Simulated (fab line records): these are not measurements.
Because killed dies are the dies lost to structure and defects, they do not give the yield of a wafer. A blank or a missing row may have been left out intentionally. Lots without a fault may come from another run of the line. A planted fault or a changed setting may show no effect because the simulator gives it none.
Which tool is to blame? / flow berkeley-cmos170 / 20 wafers from 7 lots sampled at 2 of the route's 331 steps

WHAT THE GAUGES SHOWED, per wafer
UCB170_V1_OVL_MEAS_13.
lot=L315; measured=day 8 22:18; on=overlay-01; V1_OVL (nm)=2 -3 6
lot=L318; measured=day 9 05:38; on=overlay-01; V1_OVL (nm)=6 9 7
lot=L319; measured=day 10 00:18; on=overlay-01; V1_OVL (nm)=1 4 0
lot=L322; measured=day 10 12:20; on=overlay-01; V1_OVL (nm)=2 -1 4
lot=L323; measured=day 11 04:27; on=overlay-01; V1_OVL (nm)=1 4 4
lot=L327; measured=day 11 14:15; on=overlay-01; V1_OVL (nm)=59 65 55 61 64 57
lot=L331; measured=day 12 23:20; on=overlay-01; V1_OVL (nm)=60 64 61 66

WHAT TOOL EACH LOT RAN ON (gives the tool, then ch and the chambers of the sampled wafers, and finally the start)
lot=L315; UCB170_V1_EXPOSE_09=krf-scanner-02 ch 0, day 8 21:49
lot=L318; UCB170_V1_EXPOSE_09=krf-scanner-01 ch 0, day 9 04:28
lot=L319; UCB170_V1_EXPOSE_09=krf-scanner-02 ch 0, day 9 23:47
lot=L322; UCB170_V1_EXPOSE_09=krf-scanner-01 ch 0, day 10 11:50
lot=L323; UCB170_V1_EXPOSE_09=krf-scanner-01 ch 0, day 11 03:54
lot=L327; UCB170_V1_EXPOSE_09=krf-scanner-02 ch 0, day 11 13:33
lot=L331; UCB170_V1_EXPOSE_09=krf-scanner-02 ch 0, day 12 22:46
- UCB170_V1_EXPOSE_09: exposes mask VIA1, target cd 700 nm.

THE ANSWER, worked out from the rows above alone
Rule: what is usual is taken from the lots themselves. The widest of any qualifying gaps counts: lots, ordered by their means at a reading, are off when they make up no more than a third of the lots, leave a main group of 4 or more, and stand apart from it by 3 or more times the standard deviation of that group's means. Not used: any main group whose means are identical at the precision the tables above print for the reading. Also off: a lot with no number at a reading for which 4 or more lots have one. Where the step has rows for the other lots, those lots are counted as sound.
Off: L327, L331, at UCB170_V1_OVL_MEAS_13 (V1_OVL). For the main group the mean is 3 nm and the standard deviation 2.2.
If a tool, at a process step before that reading, ran all the lots that are off and no sound lot after the first of them, it fits. The gauges at UCB170_V1_OVL_MEAS_13 are tried like those tools. This does not decide it: 2 tools fit, namely krf-scanner-02 at UCB170_V1_EXPOSE_09 and overlay-01 at UCB170_V1_OVL_MEAS_13.

WHAT THE SIMULATOR HAD PUT IN
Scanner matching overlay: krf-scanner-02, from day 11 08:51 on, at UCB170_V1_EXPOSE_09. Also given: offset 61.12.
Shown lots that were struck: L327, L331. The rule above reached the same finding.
